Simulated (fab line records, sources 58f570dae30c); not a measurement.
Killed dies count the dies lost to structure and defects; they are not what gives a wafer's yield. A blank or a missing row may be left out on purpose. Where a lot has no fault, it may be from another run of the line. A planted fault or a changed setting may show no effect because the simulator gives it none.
Chamber matching :: flow berkeley-cmos170 :: UCB170_V2_CMP_02 on cmp-01: 4 sister chambers
The step polishes SiO2. 4 wafers are shown with their chamber, then 7 later ones without.

## WAFERS WITH THEIR CHAMBER
wafer: L951.3
chamber: 2
motor-current-A (A): 16.1

wafer: L951.5
chamber: 3
motor-current-A (A): 20.1

wafer: L952.4
chamber: 0
motor-current-A (A): 13.4

wafer: L952.5
chamber: 1
motor-current-A (A): 18.2

## WAFERS WITHOUT THEIR CHAMBER
wafer: L952.6
motor-current-A (A): 14.6

wafer: L956.2
motor-current-A (A): 18.2

wafer: L956.4
motor-current-A (A): 14.4

wafer: L956.6
motor-current-A (A): 18.2

wafer: L957.1
motor-current-A (A): 15.7

wafer: L957.4
motor-current-A (A): 14.2

wafer: L957.6
motor-current-A (A): 21.2

## EACH ONE'S CHAMBER
wafer: L952.6
from the rows above: can't be placed: 0 or 2
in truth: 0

wafer: L956.2
from the rows above: 1
in truth: 1

wafer: L956.4
from the rows above: can't be placed: 0 or 2
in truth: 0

wafer: L956.6
from the rows above: 1
in truth: 1

wafer: L957.1
from the rows above: 2
in truth: 2

wafer: L957.4
from the rows above: can't be placed: 0 or 2
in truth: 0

wafer: L957.6
from the rows above: 3
in truth: 3
Correct placement for 4 of the 7. These rows do not allow placing 3 (true chamber among the candidates in 3). Number placed wrongly: 0.
How it was worked out, from the rows above alone: a wafer's distance from a chamber is the root of the sum, over the readings, of the square of ((its reading less the chamber's mean) divided by the reading's scatter). The wafer belongs to the nearest chamber; if the next one is less than 2 further off, it can't be placed. Each chamber's mean is taken over the wafers shown for it. The scatter: with one shown wafer a chamber, the root of the mean of the squares of how far each hidden wafer lies from its nearest shown one.
